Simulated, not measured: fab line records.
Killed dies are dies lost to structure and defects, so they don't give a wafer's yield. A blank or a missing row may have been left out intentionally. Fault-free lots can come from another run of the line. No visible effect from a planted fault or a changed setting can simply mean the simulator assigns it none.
fab line records ; flow berkeleyCmos170
[record] lots = 6; wafers = 18; lastDay = 12
route steps=331 shown PLDD@150 NLDD@158
lots that met no fault: taken from a fault-free run of the same line
startH: start of the lot's first displayed wafer, in hours after the record's first day ; waitH: hours from the lot's prior step to this one ; " as in the row above ; L1.1+2: several wafers, shown together as one row ; - either no value or no given start ; * or withheld: withheld ; < > ~ a bound
route shown NAME@n: names a module that has steps shown in the file, with the first one's number in the route ; usual: mean/standard deviation of fault-free wafers ; same: alike in all rows ; chamber/n: place in a boat ; sites: each site's reading ; _std_site: how widely they spread, as a standard deviation ; _edge_site: outer sites' mean less inner sites' ; radiusMm: how far each site lies from the wafer's centre ; mask NAME#n: copy n ; behind: tool/chamber where the wafer was last shaped ; hold: cause of the lot's hold/its duration in hours/its outcome ; device: the n, p or np transistor that did not switch ; end of line: tests run on the same wafers once the route is complete ; a step with no rows: only its recipe ; killed: count of dies lost to structure and defects at first sort (not the wafer's yield) ; map: the dies of a wafer, with x for killed, . for not killed, _ for no die there
set.NAME: the run value of the setting; set.NAME@STEP: its run value at that earlier step ; model.NAME: the simulator's own value behind a step, which no gauge read
certain route steps with their lots: each step a table, each wafer a row
services: a tool's chamber out of use, with start hour (startH, from the record's first day; less than 0 if before it), hours out, and reason
[[steps]]
[step UCB170_PLDD_DEVELOP_05]
[recipe] developer = TMAH; developTimeS = 45; resist = KrF; devTempC = 21
[step UCB170_PLDD_CD_MEAS_06]
[recipe] targetCdNm = 1200
[usual] cdNm = 1199.9/1.3
lot.wafer;tool;chamber;startH;waitH;cdNm
L787.2;cdSem-02;-;155.53;-;1200.9
L787.3;cdSem-02;-;155.53;-;1201.7
L787.6;cdSem-02;-;155.53;-;1201.4
L799.1;cdSem-01;-;224.71;-;1200.1
L799.2;cdSem-01;-;224.71;-;1200.5
L799.6;cdSem-01;-;224.71;-;1202.0
L798.3;cdSem-02;-;224.83;-;1202.3
L798.4;cdSem-02;-;224.83;-;1201.3
L798.5;cdSem-02;-;224.83;-;1202.0
L797.2;cdSem-01;-;225.01;-;1199.1
L797.4;cdSem-01;-;225.01;-;1198.9
L797.6;cdSem-01;-;225.01;-;1198.4
L801.1;cdSem-01;-;225.30;-;1198.0
L801.2;cdSem-01;-;225.30;-;1197.7
L801.6;cdSem-01;-;225.30;-;1200.2
L806.2;cdSem-02;-;251.70;-;1201.1
L806.4;cdSem-02;-;251.70;-;1202.8
L806.5;cdSem-02;-;251.70;-;1201.4
[step UCB170_PLDD_OVL_MEAS_07]
[usual] PLDD_OVL = -1/5.3
lot.wafer;tool;chamber;startH;waitH;PLDD_OVL[nm]
L787.2;overlay-02;-;155.63;0.1;-5
L787.3;overlay-02;-;155.63;0.1;-8
L787.6;overlay-02;-;155.63;0.1;-6
L799.1;overlay-01;-;224.83;0.1;0
L799.2;overlay-01;-;224.83;0.1;-2
L799.6;overlay-01;-;224.83;0.1;1
L798.3;overlay-01;-;224.92;0.1;-8
L798.4;overlay-01;-;224.92;0.1;7
L798.5;overlay-01;-;224.92;0.1;-5
L797.2;overlay-01;-;225.12;0.1;-4
L797.4;overlay-01;-;225.12;0.1;2
L797.6;overlay-01;-;225.12;0.1;-11
L801.1;overlay-02;-;225.42;0.1;11
L801.2;overlay-02;-;225.42;0.1;10
L801.6;overlay-02;-;225.42;0.1;1
L806.2;overlay-01;-;251.81;0.1;3
L806.4;overlay-01;-;251.81;0.1;0
L806.5;overlay-01;-;251.81;0.1;3
[step UCB170_PLDD_IMPLANT_08]
[recipe] species = BF2; doseCm2 = 4.911e+13; energyKev = 10; tiltDeg = 7; rotationDeg = 0
[step UCB170_PLDD_IMPLANT_09]
[recipe] species = BF2; doseCm2 = 5e+13; energyKev = 10; tiltDeg = 7; rotationDeg = 180
[step UCB170_PLDD_STRIP_10]
[recipe] chemistry = O2; powerW = 400; pressureMtorr = 3500; platenTempC = withheld; o2FlowSccm = 400; overashFraction = 0.5
[usual] chamberPressureMTorr = 3500.0/2.9; drypumpMotorCurrentA = 5.6/0.61; oesProductAu = 0.735/0.0046; stripTimeToEndpointS = 21.64/0.067
lot.wafer;tool;chamber;startH;waitH;chamberPressureMTorr;drypumpMotorCurrentA;oesProductAu;rfHoursCounterH;stripTimeToEndpointS
L787.2;plasmaAsher-04;0;155.96;0.1;3505.2;6.6;0.737;44;21.64
L787.3;plasmaAsher-04;1;155.96;0.1;3497.9;5.9;0.730;-;21.66
L787.6;plasmaAsher-04;0;155.96;0.1;3495.1;6.6;0.737;-;21.69
L799.1;plasmaAsher-02;1;225.17;0.1;3503.3;6.3;0.738;11;21.53
L799.2;plasmaAsher-02;0;225.17;0.1;3501.7;5.1;0.729;11;21.55
L799.6;plasmaAsher-02;0;225.17;0.1;3498.0;5.2;0.737;-;21.59
L798.3;plasmaAsher-01;0;225.27;0.1;3493.8;5.0;0.731;-;21.57
L798.4;plasmaAsher-01;1;225.27;0.1;3500.0;5.1;0.728;-;21.61
L798.5;plasmaAsher-01;0;225.27;0.1;3496.2;5.0;0.732;-;21.63
L797.2;plasmaAsher-04;1;225.47;0.1;3502.5;5.9;0.731;51;21.70
L797.4;plasmaAsher-04;1;225.47;0.1;3502.6;5.9;0.740;-;21.74
L797.6;plasmaAsher-04;0;225.47;0.1;3500.0;6.6;0.735;-;21.77
L801.1;plasmaAsher-04;0;225.77;0.1;3500.2;6.6;0.737;52;21.71
L801.2;plasmaAsher-04;1;225.77;0.1;3498.9;5.9;0.732;52;21.74
L801.6;plasmaAsher-04;0;225.77;0.1;3498.6;6.6;0.738;-;21.78
L806.2;plasmaAsher-01;0;252.14;0.1;3499.8;5.0;0.732;53;21.60
L806.4;plasmaAsher-01;0;252.14;0.1;3504.5;5.0;0.736;-;21.53
L806.5;plasmaAsher-01;0;252.14;0.1;3503.6;5.0;0.736;-;21.54
[step UCB170_PLDD_TW_MEAS_11]
[usual] PLDD_TW = 1002/4.4
lot.wafer;tool;chamber;startH;waitH;PLDD_TW
L787.2;filmMetro-03;-;156.07;0.1;1003
L787.3;filmMetro-03;-;156.07;0.1;1004
L787.6;filmMetro-03;-;156.07;0.1;1007
L799.1;filmMetro-01;-;225.27;0.1;998
L799.2;filmMetro-01;-;225.27;0.1;998
L799.6;filmMetro-01;-;225.27;0.1;997
L798.3;filmMetro-04;-;225.36;0.1;1006
L798.4;filmMetro-04;-;225.36;0.1;1004
L798.5;filmMetro-04;-;225.36;0.1;1002
L797.2;filmMetro-04;-;225.58;0.1;1001
L797.4;filmMetro-04;-;225.58;0.1;1005
L797.6;filmMetro-04;-;225.58;0.1;1005
L801.1;filmMetro-04;-;225.87;0.1;1013
L801.2;filmMetro-04;-;225.87;0.1;1008
L801.6;filmMetro-04;-;225.87;0.1;1009
L806.2;filmMetro-03;-;252.25;0.1;1008
L806.4;filmMetro-03;-;252.25;0.1;997
L806.5;filmMetro-03;-;252.25;0.1;1000
[step UCB170_PLDD_CLEAN_12]
[recipe] chemistry = SPM; tempC = 120; timeS = 600
[step UCB170_NLDD_HMDS_00]
[recipe] primeTimeS = 60; primeTempC = 100
[step UCB170_NLDD_COAT_01]
[recipe] resist = KrF; spinRpm = 1500; resistThkNm = 900
[step UCB170_NLDD_SOFTBAKE_02]
[recipe] resist = KrF; tempC = 130; timeS = 60
[step UCB170_NLDD_EXPOSE_03]
[recipe] maskId = NSELECT; na = 0.5; sigmaOuter = 0.6; sourceShape = conventional; targetCdNm = 1200; doseMj = 30
[step UCB170_NLDD_PEB_04]
[recipe] pebTempC = 130; pebTimeS = withheld; resist = KrF
[usual] chillPlateTempC = 23.01/0.097; exhaustPa = 45.0/0.83
lot.wafer;tool;chamber;startH;waitH;chillPlateTempC;exhaustPa
L787.2;lithoTrack-02;0;156.91;0.1;22.93;44.2
L787.3;lithoTrack-02;0;156.91;0.1;22.97;43.9
L787.6;lithoTrack-02;0;156.91;0.1;23.06;45.1
L799.1;lithoTrack-04;-;226.45;0.5;-;-
L799.2;lithoTrack-04;-;226.45;0.5;-;-
L799.6;lithoTrack-04;-;226.45;0.5;-;-
L798.3;lithoTrack-01;-;226.92;0.4;-;-
L798.4;lithoTrack-01;-;226.92;0.4;-;-
L798.5;lithoTrack-01;-;226.92;0.4;-;-
L797.2;lithoTrack-02;0;227.17;0.5;22.94;45.7
L797.4;lithoTrack-02;0;227.17;0.5;22.89;45.5
L797.6;lithoTrack-02;0;227.17;0.5;23.10;45.0
L801.1;lithoTrack-02;0;227.70;0.5;23.08;44.4
L801.2;lithoTrack-02;0;227.70;0.5;22.95;45.6
L801.6;lithoTrack-02;0;227.70;0.5;22.96;44.9
L806.2;lithoTrack-01;0;254.34;0.3;23.02;45.9
L806.4;lithoTrack-01;0;254.34;0.3;22.97;44.8
L806.5;lithoTrack-01;0;254.34;0.3;22.97;45.4
[step UCB170_NLDD_DEVELOP_05]
[recipe] developer = TMAH; developTimeS = 45; resist = KrF; devTempC = 21
[[services]]
tool;chamber;startH;hours;kind
lithoTrack-02;-;170.91;-;consumableReplace:filter
plasmaAsher-02;-;199.08;1.6;repair
[[key]]
[firstSign] step = UCB170_NLDD_PEB_04; reading = toolRecord; direction = missing
effect none on later readings
metAt UCB170_NLDD_PEB_04
struckWafers L798.3,L798.4,L798.5,L799.1,L799.2,L799.6
sortLeftOut L798.3,L798.4,L798.5,L799.1,L799.2,L799.6
testerLeftOut L798,L799
[fault] kind = skippedStepWhole; tool = lithoTrack-01,lithoTrack-04; chamber = -; onsetH = 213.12; steps = UCB170_NLDD_PEB_04; scope = struckLotsOnly
// testerLeftOut: of these lots the tester's yield and bins aren't shown, on N5 and GAA mostly nor the transistor test; their killed dies are dies lost to structure and defects alone, not to doping, threshold or leakage, so they don't give the yield
// sortLeftOut: the simulated sort isn't trusted on such a fault, so these wafers' sort isn't shown, and their yield isn't known
